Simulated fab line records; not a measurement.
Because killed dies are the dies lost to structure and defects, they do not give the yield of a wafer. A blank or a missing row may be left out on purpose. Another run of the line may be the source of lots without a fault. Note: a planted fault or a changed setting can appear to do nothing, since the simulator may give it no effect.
Chamber matching :: flow berkeley-cmos170 :: UCB170_GATE_ETCH_15 on rie-si-01: 4 sister chambers
The step etches poly-Si in HBr/Cl2, stops on SiO2, time 56.3 s, target depth 278.2 nm. 14 wafers are shown with their chamber, then 7 later ones without.

== WAFERS WITH THEIR CHAMBER ==
wafer: L393.2
chamber: 3
throttle-valve-pct (%): 26.85
drypump-motor-current-A (A): 6.5
oes-product-au (a.u.): 0.836

wafer: L393.4
chamber: 0
throttle-valve-pct (%): 26.49
drypump-motor-current-A (A): 6.1
oes-product-au (a.u.): 0.826

wafer: L393.6
chamber: 3
throttle-valve-pct (%): 26.85
drypump-motor-current-A (A): 6.5
oes-product-au (a.u.): 0.822

wafer: L395.3
chamber: 0
throttle-valve-pct (%): 26.49
drypump-motor-current-A (A): 6.1
oes-product-au (a.u.): 0.835

wafer: L395.4
chamber: 3
throttle-valve-pct (%): 26.85
drypump-motor-current-A (A): 6.5
oes-product-au (a.u.): 0.832

wafer: L395.5
chamber: 2
throttle-valve-pct (%): 26.54
drypump-motor-current-A (A): 6.1
oes-product-au (a.u.): 0.839

wafer: L399.2
chamber: 0
throttle-valve-pct (%): 26.47
drypump-motor-current-A (A): 6.1
oes-product-au (a.u.): 0.836

wafer: L399.4
chamber: 3
throttle-valve-pct (%): 26.85
drypump-motor-current-A (A): 6.5
oes-product-au (a.u.): 0.849

wafer: L399.6
chamber: 3
throttle-valve-pct (%): 26.85
drypump-motor-current-A (A): 6.4
oes-product-au (a.u.): 0.839

wafer: L401.2
chamber: 0
throttle-valve-pct (%): 26.49
drypump-motor-current-A (A): 6.1
oes-product-au (a.u.): 0.836

wafer: L401.3
chamber: 2
throttle-valve-pct (%): 26.55
drypump-motor-current-A (A): 6.1
oes-product-au (a.u.): 0.828

wafer: L401.6
chamber: 2
throttle-valve-pct (%): 26.55
drypump-motor-current-A (A): 6.1
oes-product-au (a.u.): 0.835

wafer: L411.3
chamber: 1
throttle-valve-pct (%): 26.55
drypump-motor-current-A (A): 5.3
oes-product-au (a.u.): 0.844

wafer: L411.4
chamber: 0
throttle-valve-pct (%): 26.47
drypump-motor-current-A (A): 6.0
oes-product-au (a.u.): 0.844

SIGNATURES, as means of the wafers listed above
reading: throttle-valve-pct
chamber 0: 26.4820
chamber 1: 26.5500
chamber 2: 26.5467
chamber 3: 26.8500
scatter within a chamber: 0.00739

reading: drypump-motor-current-A
chamber 0: 6.080
chamber 1: 5.300
chamber 2: 6.100
chamber 3: 6.480
scatter within a chamber: 0.04

reading: oes-product-au
chamber 0: 0.83540
chamber 1: 0.84400
chamber 2: 0.83400
chamber 3: 0.83560
scatter within a chamber: 0.00784
Rule: for each reading, subtract the chamber's mean from the wafer's reading, divide by that reading's scatter and square the result; add these up over the readings and take the root, which gives the wafer's distance from the chamber. If the next closest chamber is less than 2 further off than the closest, the wafer can't be placed; otherwise it belongs to the closest. The scatter: take each reading less its chamber's mean, square it, sum over the shown wafers, divide by the number of wafers less the number of chambers, and take the root.

== WAFERS MISSING THEIR CHAMBER ==
wafer: L411.5
throttle-valve-pct (%): 26.55
drypump-motor-current-A (A): 5.3
oes-product-au (a.u.): 0.840

wafer: L413.2
throttle-valve-pct (%): 26.48
drypump-motor-current-A (A): 6.1
oes-product-au (a.u.): 0.841

wafer: L413.4
throttle-valve-pct (%): 26.83
drypump-motor-current-A (A): 6.5
oes-product-au (a.u.): 0.839

wafer: L413.5
throttle-valve-pct (%): 26.53
drypump-motor-current-A (A): 6.2
oes-product-au (a.u.): 0.825

wafer: L415.3
throttle-valve-pct (%): 26.47
drypump-motor-current-A (A): 6.1
oes-product-au (a.u.): 0.846

wafer: L415.4
throttle-valve-pct (%): 26.54
drypump-motor-current-A (A): 6.1
oes-product-au (a.u.): 0.832

wafer: L415.6
throttle-valve-pct (%): 26.53
drypump-motor-current-A (A): 6.1
oes-product-au (a.u.): 0.818

== CHAMBER TAKEN BY EACH ==
wafer: L411.5
from the rows above: 1
in truth: 1

wafer: L413.2
from the rows above: 0
in truth: 0

wafer: L413.4
from the rows above: 3
in truth: 3

wafer: L413.5
from the rows above: 2
in truth: 2

wafer: L415.3
from the rows above: 0
in truth: 0

wafer: L415.4
from the rows above: 2
in truth: 2

wafer: L415.6
from the rows above: 2
in truth: 2
Placed correctly: 7 of 7. Not placeable from these rows: 0. Placed wrongly: 0.
